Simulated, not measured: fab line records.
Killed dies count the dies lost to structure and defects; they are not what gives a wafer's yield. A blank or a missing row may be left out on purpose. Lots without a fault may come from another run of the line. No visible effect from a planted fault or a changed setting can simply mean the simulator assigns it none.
fab line records :: flow berkeley_cmos170
record:
  lots: 14
  wafers: 42
  last_day: 13
route steps=331 shown ACTIVE@71 GATE@140 M1@248
lots that met no fault: from a run of the same line without faults
start_h: start of the lot's first displayed wafer, in hours after the record's first day :: wait_h: how many hours have passed since the lot's step before this one :: " the same as in the row above :: L1.1+2: one row covering several wafers at once :: - either no value or no given start :: * or withheld: withheld :: < > ~ a bound
route shown NAME@n: names a module that has steps shown in the file, with the first one's number in the route :: usual: average and standard deviation across the fault-free wafers :: same: alike in all rows :: chamber/n: place in a boat :: sites: the reading at each site :: _std_site: their standard deviation :: _edge_site: outer sites' mean less inner sites' :: radius_mm: how far each site lies from the wafer's centre :: mask NAME#n: copy n :: behind: the tool/chamber that last shaped the wafer :: hold: why the lot went on hold/how many hours it stayed there/how the hold came to an end :: device: the transistor (n, p or np) that didn't switch :: end of line: tests run on the same wafers once the route is complete :: a step without rows: its recipe alone :: killed: at the first sort, the dies lost to defects and structure; wafer yield is something else :: map: dies across one wafer; x = killed, . = not, _ = none there
set.NAME: setting as actually run; set.NAME@STEP: the setting as run at that earlier step :: model.NAME: the simulator's own value behind a step, which no gauge read
route steps across a sampled set of lots; one table per step, one row per wafer
services: the hour from which a tool's chamber was out of use, counted from the record's first day as start_h (under 0 if before that day), plus the number of hours and why
== steps ==
step: UCB170_ACTIVE_PEB_11
recipe:
  peb_temp_c: 130
  peb_time_s: withheld
  resist: KrF
usual:
  chill_plate_temp_C: 22.99/0.12
  exhaust_pa: 45.0/0.78
  resist_line_temp_C: 23.02/0.098
lot.wafer: L444.1
tool: litho_track-02
chamber: 0
start_h: 92.66
wait_h: 0.1
chill_plate_temp_C: 23.00
exhaust_pa: 44.7
resist_line_temp_C: 22.98

lot.wafer: L444.2
tool: litho_track-02
chamber: 0
start_h: 92.66
wait_h: 0.1
chill_plate_temp_C: 23.05
exhaust_pa: 44.6
resist_line_temp_C: 23.13

lot.wafer: L444.5
tool: litho_track-02
chamber: 0
start_h: 92.66
wait_h: 0.1
chill_plate_temp_C: 23.00
exhaust_pa: 45.5
resist_line_temp_C: 22.96

lot.wafer: L447.2
tool: litho_track-02
chamber: 0
start_h: 118.14
wait_h: 0.4
chill_plate_temp_C: 22.96
exhaust_pa: 45.3
resist_line_temp_C: 22.96

lot.wafer: L447.3
tool: litho_track-02
chamber: 0
start_h: 118.14
wait_h: 0.4
chill_plate_temp_C: 23.03
exhaust_pa: 44.4
resist_line_temp_C: 22.99

lot.wafer: L447.5
tool: litho_track-02
chamber: 0
start_h: 118.14
wait_h: 0.4
chill_plate_temp_C: 22.92
exhaust_pa: 44.7
resist_line_temp_C: 23.08

lot.wafer: L449.1
tool: litho_track-01
chamber: 0
start_h: 118.32
wait_h: 0.5
chill_plate_temp_C: 23.11
exhaust_pa: 44.6
resist_line_temp_C: 23.15

lot.wafer: L449.3
tool: litho_track-01
chamber: 0
start_h: 118.32
wait_h: 0.5
chill_plate_temp_C: 23.06
exhaust_pa: 45.9
resist_line_temp_C: 23.13

lot.wafer: L449.4
tool: litho_track-01
chamber: 0
start_h: 118.32
wait_h: 0.5
chill_plate_temp_C: 23.01
exhaust_pa: 45.0
resist_line_temp_C: 23.10

lot.wafer: L450.1
tool: litho_track-04
chamber: 0
start_h: 124.85
wait_h: 0.4
chill_plate_temp_C: 22.89
exhaust_pa: 45.7
resist_line_temp_C: 23.02

lot.wafer: L450.2
tool: litho_track-04
chamber: 0
start_h: 124.85
wait_h: 0.4
chill_plate_temp_C: 22.94
exhaust_pa: 44.4
resist_line_temp_C: 23.00

lot.wafer: L450.4
tool: litho_track-04
chamber: 0
start_h: 124.85
wait_h: 0.4
chill_plate_temp_C: 23.00
exhaust_pa: 43.7
resist_line_temp_C: 23.03

lot.wafer: L454.1
tool: litho_track-01
chamber: 0
start_h: 137.57
wait_h: 0.1
chill_plate_temp_C: 22.93
exhaust_pa: 44.7
resist_line_temp_C: 23.08

lot.wafer: L454.4
tool: litho_track-01
chamber: 0
start_h: 137.57
wait_h: 0.1
chill_plate_temp_C: 23.05
exhaust_pa: 45.3
resist_line_temp_C: 23.10

lot.wafer: L454.6
tool: litho_track-01
chamber: 0
start_h: 137.57
wait_h: 0.1
chill_plate_temp_C: 22.99
exhaust_pa: 44.8
resist_line_temp_C: 23.14

lot.wafer: L455.1
tool: litho_track-02
chamber: 0
start_h: 151.19
wait_h: 0.1
chill_plate_temp_C: 23.03
exhaust_pa: 46.5
resist_line_temp_C: 23.05

lot.wafer: L455.3
tool: litho_track-02
chamber: 0
start_h: 151.19
wait_h: 0.1
chill_plate_temp_C: 22.97
exhaust_pa: 44.7
resist_line_temp_C: 23.03

lot.wafer: L455.6
tool: litho_track-02
chamber: 0
start_h: 151.19
wait_h: 0.1
chill_plate_temp_C: 23.20
exhaust_pa: 46.4
resist_line_temp_C: 23.25

lot.wafer: L458.2
tool: litho_track-04
chamber: 0
start_h: 151.45
wait_h: 0.1
chill_plate_temp_C: 22.87
exhaust_pa: 43.9
resist_line_temp_C: 22.87

lot.wafer: L458.5
tool: litho_track-04
chamber: 0
start_h: 151.45
wait_h: 0.1
chill_plate_temp_C: 23.04
exhaust_pa: 44.2
resist_line_temp_C: 22.91

lot.wafer: L458.6
tool: litho_track-04
chamber: 0
start_h: 151.45
wait_h: 0.1
chill_plate_temp_C: 23.07
exhaust_pa: 43.4
resist_line_temp_C: 22.88

lot.wafer: L459.1
tool: litho_track-04
chamber: -
start_h: 166.04
wait_h: 0.1
chill_plate_temp_C: -
exhaust_pa: -
resist_line_temp_C: -

lot.wafer: L459.2
tool: litho_track-04
chamber: -
start_h: 166.04
wait_h: 0.1
chill_plate_temp_C: -
exhaust_pa: -
resist_line_temp_C: -

lot.wafer: L459.3
tool: litho_track-04
chamber: -
start_h: 166.04
wait_h: 0.1
chill_plate_temp_C: -
exhaust_pa: -
resist_line_temp_C: -

lot.wafer: L460.2
tool: litho_track-01
chamber: -
start_h: 166.46
wait_h: 0.3
chill_plate_temp_C: -
exhaust_pa: -
resist_line_temp_C: -

lot.wafer: L460.4
tool: litho_track-01
chamber: -
start_h: 166.46
wait_h: 0.3
chill_plate_temp_C: -
exhaust_pa: -
resist_line_temp_C: -

lot.wafer: L460.5
tool: litho_track-01
chamber: -
start_h: 166.46
wait_h: 0.3
chill_plate_temp_C: -
exhaust_pa: -
resist_line_temp_C: -

lot.wafer: L462.1
tool: litho_track-04
chamber: 0
start_h: 176.14
wait_h: 0.4
chill_plate_temp_C: 22.80
exhaust_pa: 44.1
resist_line_temp_C: 22.99

lot.wafer: L462.4
tool: litho_track-04
chamber: 0
start_h: 176.14
wait_h: 0.4
chill_plate_temp_C: 22.87
exhaust_pa: 44.7
resist_line_temp_C: 23.00

lot.wafer: L462.6
tool: litho_track-04
chamber: 0
start_h: 176.14
wait_h: 0.4
chill_plate_temp_C: 22.82
exhaust_pa: 45.4
resist_line_temp_C: 22.90

lot.wafer: L464.2
tool: litho_track-01
chamber: 0
start_h: 191.97
wait_h: 0.2
chill_plate_temp_C: 23.11
exhaust_pa: 45.2
resist_line_temp_C: 23.01

lot.wafer: L464.3
tool: litho_track-01
chamber: 0
start_h: 191.97
wait_h: 0.2
chill_plate_temp_C: 23.09
exhaust_pa: 43.8
resist_line_temp_C: 23.04

lot.wafer: L464.6
tool: litho_track-01
chamber: 0
start_h: 191.97
wait_h: 0.2
chill_plate_temp_C: 23.00
exhaust_pa: 45.5
resist_line_temp_C: 23.03

lot.wafer: L465.1
tool: litho_track-01
chamber: 0
start_h: 202.42
wait_h: 0.1
chill_plate_temp_C: 23.00
exhaust_pa: 44.6
resist_line_temp_C: 23.10

lot.wafer: L465.4
tool: litho_track-01
chamber: 0
start_h: 202.42
wait_h: 0.1
chill_plate_temp_C: 22.78
exhaust_pa: 43.7
resist_line_temp_C: 23.07

lot.wafer: L465.5
tool: litho_track-01
chamber: 0
start_h: 202.42
wait_h: 0.1
chill_plate_temp_C: 22.91
exhaust_pa: 44.4
resist_line_temp_C: 23.02

lot.wafer: L466.2
tool: litho_track-02
chamber: 0
start_h: 202.69
wait_h: 0.1
chill_plate_temp_C: 22.97
exhaust_pa: 43.7
resist_line_temp_C: 23.18

lot.wafer: L466.4
tool: litho_track-02
chamber: 0
start_h: 202.69
wait_h: 0.1
chill_plate_temp_C: 23.11
exhaust_pa: 45.4
resist_line_temp_C: 23.00

lot.wafer: L466.6
tool: litho_track-02
chamber: 0
start_h: 202.69
wait_h: 0.1
chill_plate_temp_C: 23.03
exhaust_pa: 45.0
resist_line_temp_C: 23.08

lot.wafer: L467.4
tool: litho_track-01
chamber: 0
start_h: 210.48
wait_h: 0.9
chill_plate_temp_C: 22.94
exhaust_pa: 45.5
resist_line_temp_C: 23.08

lot.wafer: L467.5
tool: litho_track-01
chamber: 0
start_h: 210.48
wait_h: 0.9
chill_plate_temp_C: 22.95
exhaust_pa: 44.2
resist_line_temp_C: 22.99

lot.wafer: L467.6
tool: litho_track-01
chamber: 0
start_h: 210.48
wait_h: 0.9
chill_plate_temp_C: 22.90
exhaust_pa: 45.2
resist_line_temp_C: 23.05
step: UCB170_ACTIVE_CD_MEAS_13
recipe:
  target_cd_nm: 1200
usual:
  cd_nm: 1199.8/1.3
lot.wafer: L444.1
tool: cd_sem-01
chamber: -
start_h: 92.94
wait_h: -
cd_nm: 1198.7

lot.wafer: L444.2
tool: cd_sem-01
chamber: -
start_h: 92.94
wait_h: -
cd_nm: 1199.5

lot.wafer: L444.5
tool: cd_sem-01
chamber: -
start_h: 92.94
wait_h: -
cd_nm: 1198.3

lot.wafer: L447.2
tool: cd_sem-01
chamber: -
start_h: 118.41
wait_h: -
cd_nm: 1199.4

lot.wafer: L447.3
tool: cd_sem-01
chamber: -
start_h: 118.41
wait_h: -
cd_nm: 1198.9

lot.wafer: L447.5
tool: cd_sem-01
chamber: -
start_h: 118.41
wait_h: -
cd_nm: 1199.3

lot.wafer: L449.1
tool: cd_sem-02
chamber: -
start_h: 118.60
wait_h: -
cd_nm: 1197.7

lot.wafer: L449.3
tool: cd_sem-02
chamber: -
start_h: 118.60
wait_h: -
cd_nm: 1198.2

lot.wafer: L449.4
tool: cd_sem-02
chamber: -
start_h: 118.60
wait_h: -
cd_nm: 1198.9

lot.wafer: L450.1
tool: cd_sem-02
chamber: -
start_h: 125.13
wait_h: -
cd_nm: 1200.7

lot.wafer: L450.2
tool: cd_sem-02
chamber: -
start_h: 125.13
wait_h: -
cd_nm: 1200.8

lot.wafer: L450.4
tool: cd_sem-02
chamber: -
start_h: 125.13
wait_h: -
cd_nm: 1199.8

lot.wafer: L454.1
tool: cd_sem-02
chamber: -
start_h: 137.84
wait_h: -
cd_nm: 1198.7

lot.wafer: L454.4
tool: cd_sem-02
chamber: -
start_h: 137.84
wait_h: -
cd_nm: 1198.6

lot.wafer: L454.6
tool: cd_sem-02
chamber: -
start_h: 137.84
wait_h: -
cd_nm: 1199.1

lot.wafer: L455.1
tool: cd_sem-01
chamber: -
start_h: 151.47
wait_h: -
cd_nm: 1200.4

lot.wafer: L455.3
tool: cd_sem-01
chamber: -
start_h: 151.47
wait_h: -
cd_nm: 1200.8

lot.wafer: L455.6
tool: cd_sem-01
chamber: -
start_h: 151.47
wait_h: -
cd_nm: 1200.1

lot.wafer: L458.2
tool: cd_sem-02
chamber: -
start_h: 151.73
wait_h: -
cd_nm: 1198.5

lot.wafer: L458.5
tool: cd_sem-02
chamber: -
start_h: 151.73
wait_h: -
cd_nm: 1200.1

lot.wafer: L458.6
tool: cd_sem-02
chamber: -
start_h: 151.73
wait_h: -
cd_nm: 1197.4

lot.wafer: L459.1
tool: cd_sem-01
chamber: -
start_h: 166.31
wait_h: -
cd_nm: -

lot.wafer: L459.2
tool: cd_sem-01
chamber: -
start_h: 166.31
wait_h: -
cd_nm: -

lot.wafer: L459.3
tool: cd_sem-01
chamber: -
start_h: 166.31
wait_h: -
cd_nm: -

lot.wafer: L460.2
tool: cd_sem-01
chamber: -
start_h: 166.73
wait_h: -
cd_nm: -

lot.wafer: L460.4
tool: cd_sem-01
chamber: -
start_h: 166.73
wait_h: -
cd_nm: -

lot.wafer: L460.5
tool: cd_sem-01
chamber: -
start_h: 166.73
wait_h: -
cd_nm: -

lot.wafer: L462.1
tool: cd_sem-01
chamber: -
start_h: 176.42
wait_h: -
cd_nm: 1199.8

lot.wafer: L462.4
tool: cd_sem-01
chamber: -
start_h: 176.42
wait_h: -
cd_nm: 1199.6

lot.wafer: L462.6
tool: cd_sem-01
chamber: -
start_h: 176.42
wait_h: -
cd_nm: 1200.0

lot.wafer: L464.2
tool: cd_sem-02
chamber: -
start_h: 192.24
wait_h: -
cd_nm: 1200.8

lot.wafer: L464.3
tool: cd_sem-02
chamber: -
start_h: 192.24
wait_h: -
cd_nm: 1200.3

lot.wafer: L464.6
tool: cd_sem-02
chamber: -
start_h: 192.24
wait_h: -
cd_nm: 1200.0

lot.wafer: L465.1
tool: cd_sem-02
chamber: -
start_h: 202.69
wait_h: -
cd_nm: 1199.0

lot.wafer: L465.4
tool: cd_sem-02
chamber: -
start_h: 202.69
wait_h: -
cd_nm: 1198.2

lot.wafer: L465.5
tool: cd_sem-02
chamber: -
start_h: 202.69
wait_h: -
cd_nm: 1198.1

lot.wafer: L466.2
tool: cd_sem-01
chamber: -
start_h: 202.96
wait_h: -
cd_nm: 1199.8

lot.wafer: L466.4
tool: cd_sem-01
chamber: -
start_h: 202.96
wait_h: -
cd_nm: 1200.1

lot.wafer: L466.6
tool: cd_sem-01
chamber: -
start_h: 202.96
wait_h: -
cd_nm: 1200.4

lot.wafer: L467.4
tool: cd_sem-02
chamber: -
start_h: 210.74
wait_h: -
cd_nm: 1197.5

lot.wafer: L467.5
tool: cd_sem-02
chamber: -
start_h: 210.74
wait_h: -
cd_nm: 1198.7

lot.wafer: L467.6
tool: cd_sem-02
chamber: -
start_h: 210.74
wait_h: -
cd_nm: 1196.6
step: UCB170_GATE_ETCH_14
recipe:
  chemistry: N2/H2
  target_depth_a: withheld
  overetch_a: withheld
  target: BARC
  time_s: withheld
  source_w: 500
  bias_w: 100
  pressure_mtorr: 30
  n2_flow_sccm: 100
  h2_flow_sccm: 200
usual:
  drypump_motor_current_A: 5.91/0.22
  oes_product_au: 1.000/0.017
  rf_fwd_power_W: 494.6/2.4
  throttle_valve_pct: 13.32/0.2
lot.wafer: L444.1
tool: rie_diel-02
chamber: 3
start_h: 143.20
wait_h: 0.0
drypump_motor_current_A: 6.04
oes_product_au: 0.991
rf_fwd_power_W: 496.7
throttle_valve_pct: 13.08

lot.wafer: L444.2
tool: rie_diel-02
chamber: 2
start_h: 143.20
wait_h: 0.0
drypump_motor_current_A: 5.95
oes_product_au: 1.007
rf_fwd_power_W: 492.2
throttle_valve_pct: 13.56

lot.wafer: L444.5
tool: rie_diel-02
chamber: 1
start_h: 143.20
wait_h: 0.0
drypump_motor_current_A: 5.84
oes_product_au: 0.998
rf_fwd_power_W: 496.9
throttle_valve_pct: 13.18

lot.wafer: L447.2
tool: rie_diel-04
chamber: 1
start_h: 173.64
wait_h: 0.0
drypump_motor_current_A: 6.00
oes_product_au: 0.980
rf_fwd_power_W: 495.0
throttle_valve_pct: 13.35

lot.wafer: L447.3
tool: rie_diel-04
chamber: 2
start_h: 173.64
wait_h: 0.0
drypump_motor_current_A: 6.01
oes_product_au: 1.023
rf_fwd_power_W: 494.4
throttle_valve_pct: 13.49

lot.wafer: L447.5
tool: rie_diel-04
chamber: 0
start_h: 173.64
wait_h: 0.0
drypump_motor_current_A: 6.15
oes_product_au: 0.985
rf_fwd_power_W: 498.0
throttle_valve_pct: 13.25

lot.wafer: L449.1
tool: rie_diel-01
chamber: 0
start_h: 173.92
wait_h: 0.0
drypump_motor_current_A: 5.53
oes_product_au: 0.991
rf_fwd_power_W: 495.8
throttle_valve_pct: 13.72

lot.wafer: L449.3
tool: rie_diel-01
chamber: 1
start_h: 173.92
wait_h: 0.0
drypump_motor_current_A: 6.37
oes_product_au: 1.001
rf_fwd_power_W: 494.2
throttle_valve_pct: 13.32

lot.wafer: L449.4
tool: rie_diel-01
chamber: 2
start_h: 173.92
wait_h: 0.0
drypump_motor_current_A: 6.02
oes_product_au: 0.987
rf_fwd_power_W: 494.4
throttle_valve_pct: 13.23

lot.wafer: L450.1
tool: rie_diel-02
chamber: 1
start_h: 181.59
wait_h: 0.0
drypump_motor_current_A: 5.81
oes_product_au: 1.011
rf_fwd_power_W: 494.3
throttle_valve_pct: 13.16

lot.wafer: L450.2
tool: rie_diel-02
chamber: 2
start_h: 181.59
wait_h: 0.0
drypump_motor_current_A: 5.99
oes_product_au: 1.010
rf_fwd_power_W: 495.5
throttle_valve_pct: 13.55

lot.wafer: L450.4
tool: rie_diel-02
chamber: 0
start_h: 181.59
wait_h: 0.0
drypump_motor_current_A: 5.78
oes_product_au: 0.994
rf_fwd_power_W: 491.7
throttle_valve_pct: 13.02

lot.wafer: L454.1
tool: rie_diel-01
chamber: 2
start_h: 187.10
wait_h: 0.0
drypump_motor_current_A: 6.04
oes_product_au: 0.982
rf_fwd_power_W: 494.0
throttle_valve_pct: 13.26

lot.wafer: L454.4
tool: rie_diel-01
chamber: 0
start_h: 187.10
wait_h: 0.0
drypump_motor_current_A: 5.54
oes_product_au: 0.994
rf_fwd_power_W: 497.7
throttle_valve_pct: 13.71

lot.wafer: L454.6
tool: rie_diel-01
chamber: 2
start_h: 187.10
wait_h: 0.0
drypump_motor_current_A: 6.02
oes_product_au: 0.994
rf_fwd_power_W: 494.8
throttle_valve_pct: 13.24

lot.wafer: L455.1
tool: rie_diel-02
chamber: 1
start_h: 211.17
wait_h: 0.0
drypump_motor_current_A: 5.82
oes_product_au: 1.003
rf_fwd_power_W: 499.0
throttle_valve_pct: 13.18

lot.wafer: L455.3
tool: rie_diel-02
chamber: 0
start_h: 211.17
wait_h: 0.0
drypump_motor_current_A: 5.75
oes_product_au: 1.001
rf_fwd_power_W: 493.7
throttle_valve_pct: 13.03

lot.wafer: L455.6
tool: rie_diel-02
chamber: 2
start_h: 211.17
wait_h: 0.0
drypump_motor_current_A: 5.98
oes_product_au: 1.014
rf_fwd_power_W: 494.9
throttle_valve_pct: 13.56

lot.wafer: L458.2
tool: rie_diel-02
chamber: 3
start_h: 211.73
wait_h: 0.0
drypump_motor_current_A: 5.98
oes_product_au: 0.995
rf_fwd_power_W: 496.6
throttle_valve_pct: 13.10

lot.wafer: L458.5
tool: rie_diel-02
chamber: 2
start_h: 211.73
wait_h: 0.0
drypump_motor_current_A: 5.97
oes_product_au: 1.001
rf_fwd_power_W: 495.2
throttle_valve_pct: 13.56

lot.wafer: L458.6
tool: rie_diel-02
chamber: 1
start_h: 211.73
wait_h: 0.0
drypump_motor_current_A: 5.87
oes_product_au: 1.009
rf_fwd_power_W: 498.9
throttle_valve_pct: 13.20

lot.wafer: L462.1
tool: rie_diel-02
chamber: 2
start_h: 240.33
wait_h: 0.0
drypump_motor_current_A: 6.00
oes_product_au: 0.997
rf_fwd_power_W: 495.4
throttle_valve_pct: 13.56

lot.wafer: L462.4
tool: rie_diel-02
chamber: 3
start_h: 240.33
wait_h: 0.0
drypump_motor_current_A: 5.95
oes_product_au: 0.987
rf_fwd_power_W: 496.8
throttle_valve_pct: 13.10

lot.wafer: L462.6
tool: rie_diel-02
chamber: 2
start_h: 240.33
wait_h: 0.0
drypump_motor_current_A: 5.97
oes_product_au: 0.997
rf_fwd_power_W: 493.8
throttle_valve_pct: 13.57

lot.wafer: L464.2
tool: rie_diel-02
chamber: 3
start_h: 254.61
wait_h: 0.0
drypump_motor_current_A: 5.99
oes_product_au: 0.995
rf_fwd_power_W: 495.7
throttle_valve_pct: 13.09

lot.wafer: L464.3
tool: rie_diel-02
chamber: 1
start_h: 254.61
wait_h: 0.0
drypump_motor_current_A: 5.85
oes_product_au: 0.995
rf_fwd_power_W: 498.1
throttle_valve_pct: 13.19

lot.wafer: L464.6
tool: rie_diel-02
chamber: 0
start_h: 254.61
wait_h: 0.0
drypump_motor_current_A: 5.73
oes_product_au: 1.003
rf_fwd_power_W: 489.2
throttle_valve_pct: 13.03

lot.wafer: L466.2
tool: rie_diel-04
chamber: 2
start_h: 254.97
wait_h: 0.0
drypump_motor_current_A: 6.03
oes_product_au: 1.004
rf_fwd_power_W: 496.2
throttle_valve_pct: 13.47

lot.wafer: L466.4
tool: rie_diel-04
chamber: 1
start_h: 254.97
wait_h: 0.0
drypump_motor_current_A: 5.99
oes_product_au: 0.984
rf_fwd_power_W: 495.2
throttle_valve_pct: 13.37

lot.wafer: L466.6
tool: rie_diel-04
chamber: 1
start_h: 254.97
wait_h: 0.0
drypump_motor_current_A: 6.03
oes_product_au: 0.985
rf_fwd_power_W: 494.4
throttle_valve_pct: 13.36

lot.wafer: L465.1
tool: rie_diel-01
chamber: 2
start_h: 259.16
wait_h: 0.0
drypump_motor_current_A: 6.07
oes_product_au: 0.988
rf_fwd_power_W: 494.8
throttle_valve_pct: 13.26

lot.wafer: L465.4
tool: rie_diel-01
chamber: 3
start_h: 259.16
wait_h: 0.0
drypump_motor_current_A: 5.92
oes_product_au: 1.026
rf_fwd_power_W: 492.7
throttle_valve_pct: 13.35

lot.wafer: L465.5
tool: rie_diel-01
chamber: 2
start_h: 259.16
wait_h: 0.0
drypump_motor_current_A: 6.04
oes_product_au: 0.981
rf_fwd_power_W: 494.9
throttle_valve_pct: 13.22

lot.wafer: L467.4
tool: rie_diel-01
chamber: 0
start_h: 275.80
wait_h: 0.0
drypump_motor_current_A: 5.52
oes_product_au: 0.983
rf_fwd_power_W: 496.4
throttle_valve_pct: 13.72

lot.wafer: L467.5
tool: rie_diel-01
chamber: 2
start_h: 275.80
wait_h: 0.0
drypump_motor_current_A: 6.00
oes_product_au: 0.992
rf_fwd_power_W: 495.0
throttle_valve_pct: 13.25

lot.wafer: L467.6
tool: rie_diel-01
chamber: 1
start_h: 275.80
wait_h: 0.0
drypump_motor_current_A: 6.34
oes_product_au: 0.984
rf_fwd_power_W: 491.8
throttle_valve_pct: 13.30
step: UCB170_M1_OVL_MEAS_10
usual:
  M1_OVL: 1/4.9
lot.wafer: L444.1
tool: overlay-01
chamber: -
start_h: 168.16
wait_h: 0.1
M1_OVL[nm]: 4

lot.wafer: L444.2
tool: overlay-01
chamber: -
start_h: 168.16
wait_h: 0.1
M1_OVL[nm]: 1

lot.wafer: L444.5
tool: overlay-01
chamber: -
start_h: 168.16
wait_h: 0.1
M1_OVL[nm]: 2

lot.wafer: L449.1
tool: overlay-02
chamber: -
start_h: 198.08
wait_h: 0.1
M1_OVL[nm]: 8

lot.wafer: L449.3
tool: overlay-02
chamber: -
start_h: 198.08
wait_h: 0.1
M1_OVL[nm]: 6

lot.wafer: L449.4
tool: overlay-02
chamber: -
start_h: 198.08
wait_h: 0.1
M1_OVL[nm]: 5

lot.wafer: L447.2
tool: overlay-01
chamber: -
start_h: 198.36
wait_h: 0.1
M1_OVL[nm]: -1

lot.wafer: L447.3
tool: overlay-01
chamber: -
start_h: 198.36
wait_h: 0.1
M1_OVL[nm]: 11

lot.wafer: L447.5
tool: overlay-01
chamber: -
start_h: 198.36
wait_h: 0.1
M1_OVL[nm]: 8

lot.wafer: L450.1
tool: overlay-02
chamber: -
start_h: 209.52
wait_h: 0.1
M1_OVL[nm]: -1

lot.wafer: L450.2
tool: overlay-02
chamber: -
start_h: 209.52
wait_h: 0.1
M1_OVL[nm]: 1

lot.wafer: L450.4
tool: overlay-02
chamber: -
start_h: 209.52
wait_h: 0.1
M1_OVL[nm]: 2

lot.wafer: L454.1
tool: overlay-02
chamber: -
start_h: 210.59
wait_h: 0.1
M1_OVL[nm]: -2

lot.wafer: L454.4
tool: overlay-02
chamber: -
start_h: 210.59
wait_h: 0.1
M1_OVL[nm]: -2

lot.wafer: L454.6
tool: overlay-02
chamber: -
start_h: 210.59
wait_h: 0.1
M1_OVL[nm]: -4

lot.wafer: L455.1
tool: overlay-01
chamber: -
start_h: 238.97
wait_h: 0.1
M1_OVL[nm]: 1

lot.wafer: L455.3
tool: overlay-01
chamber: -
start_h: 238.97
wait_h: 0.1
M1_OVL[nm]: -4

lot.wafer: L455.6
tool: overlay-01
chamber: -
start_h: 238.97
wait_h: 0.1
M1_OVL[nm]: 4

lot.wafer: L458.2
tool: overlay-02
chamber: -
start_h: 239.31
wait_h: 0.1
M1_OVL[nm]: 3

lot.wafer: L458.5
tool: overlay-02
chamber: -
start_h: 239.31
wait_h: 0.1
M1_OVL[nm]: -2

lot.wafer: L458.6
tool: overlay-02
chamber: -
start_h: 239.31
wait_h: 0.1
M1_OVL[nm]: 0

lot.wafer: L462.1
tool: overlay-01
chamber: -
start_h: 267.67
wait_h: 0.1
M1_OVL[nm]: 7

lot.wafer: L462.4
tool: overlay-01
chamber: -
start_h: 267.67
wait_h: 0.1
M1_OVL[nm]: -2

lot.wafer: L462.6
tool: overlay-01
chamber: -
start_h: 267.67
wait_h: 0.1
M1_OVL[nm]: -11

lot.wafer: L464.2
tool: overlay-01
chamber: -
start_h: 280.35
wait_h: 0.1
M1_OVL[nm]: 10

lot.wafer: L464.3
tool: overlay-01
chamber: -
start_h: 280.35
wait_h: 0.1
M1_OVL[nm]: 1

lot.wafer: L464.6
tool: overlay-01
chamber: -
start_h: 280.35
wait_h: 0.1
M1_OVL[nm]: 4

lot.wafer: L466.2
tool: overlay-01
chamber: -
start_h: 281.61
wait_h: 0.1
M1_OVL[nm]: -2

lot.wafer: L466.4
tool: overlay-01
chamber: -
start_h: 281.61
wait_h: 0.1
M1_OVL[nm]: 7

lot.wafer: L466.6
tool: overlay-01
chamber: -
start_h: 281.61
wait_h: 0.1
M1_OVL[nm]: 5

lot.wafer: L465.1
tool: overlay-01
chamber: -
start_h: 282.11
wait_h: 0.1
M1_OVL[nm]: 4

lot.wafer: L465.4
tool: overlay-01
chamber: -
start_h: 282.11
wait_h: 0.1
M1_OVL[nm]: -9

lot.wafer: L465.5
tool: overlay-01
chamber: -
start_h: 282.11
wait_h: 0.1
M1_OVL[nm]: -2

lot.wafer: L467.4
tool: overlay-02
chamber: -
start_h: 299.96
wait_h: 0.1
M1_OVL[nm]: 10

lot.wafer: L467.5
tool: overlay-02
chamber: -
start_h: 299.96
wait_h: 0.1
M1_OVL[nm]: 6

lot.wafer: L467.6
tool: overlay-02
chamber: -
start_h: 299.96
wait_h: 0.1
M1_OVL[nm]: 1
== services ==
tool: rie_diel-02
chamber: 1
start_h: 84.31
hours: 27.8
kind: repair

tool: rie_diel-01
chamber: 0
start_h: 112.05
hours: 5.3
kind: repair

tool: rie_diel-02
chamber: 1
start_h: 112.14
hours: -
kind: clean

tool: rie_diel-02
chamber: 1
start_h: 112.14
hours: 19.3
kind: scheduled_down

tool: rie_diel-02
chamber: 1
start_h: 112.14
hours: 19.3
kind: vent_cycle

tool: rie_diel-01
chamber: 2
start_h: 123.53
hours: 2.4
kind: repair

tool: rie_diel-02
chamber: -
start_h: 124.01
hours: 2.8
kind: pm

tool: rie_diel-02
chamber: 2
start_h: 127.48
hours: 1.6
kind: repair

tool: rie_diel-02
chamber: 2
start_h: 183.51
hours: 9.3
kind: repair

tool: rie_diel-04
chamber: 0
start_h: 193.07
hours: 7.6
kind: repair

tool: rie_diel-04
chamber: 0
start_h: 230.17
hours: 3.8
kind: repair

tool: rie_diel-02
chamber: 2
start_h: 252.18
hours: 8.3
kind: repair

tool: rie_diel-01
chamber: -
start_h: 252.97
hours: 2.8
kind: pm

tool: litho_track-04
chamber: -
start_h: 257.31
hours: -
kind: consumable_replace:filter

tool: rie_diel-04
chamber: 0
start_h: 257.50
hours: 1.8
kind: repair

tool: rie_diel-02
chamber: 1
start_h: 259.89
hours: 4.0
kind: repair

tool: rie_diel-04
chamber: 2
start_h: 269.27
hours: -
kind: clean

tool: rie_diel-04
chamber: 2
start_h: 269.27
hours: 19.5
kind: scheduled_down

tool: rie_diel-04
chamber: 2
start_h: 269.27
hours: 19.5
kind: vent_cycle
== key ==
first_sign:
  step: UCB170_ACTIVE_PEB_11
  reading: tool_record
  direction: missing
effect none on later readings
met_at UCB170_ACTIVE_PEB_11
struck_lots L459,L460
later_rows_left_out L459.1,L459.2,L459.3,L460.2,L460.4,L460.5
sort_left_out L459.1,L459.2,L459.3,L460.2,L460.4,L460.5
tester_left_out L459,L460
not_acting_at UCB170_ACTIVE_CD_MEAS_13,UCB170_GATE_ETCH_14,UCB170_M1_OVL_MEAS_10
onset_between 151.45 166.04
fault:
  kind: skipped_step_whole
  tool: litho_track-01,litho_track-04
  chamber: -
  onset_h: 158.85
  steps: UCB170_ACTIVE_PEB_11
  scope: struck_lots_only
tester_left_out: of these lots the tester's yield and bins aren't shown, on N5 and GAA mostly nor the transistor test; their killed dies are dies lost to structure and defects alone, not to doping, threshold or leakage, so they don't give the yield
sort_left_out: the simulated sort isn't trusted on such a fault, so these wafers' sort isn't shown, and their yield isn't known
later_rows_left_out: the simulator's readings of these wafers behind a module that went badly wrong aren't trusted and aren't shown, but for the sort
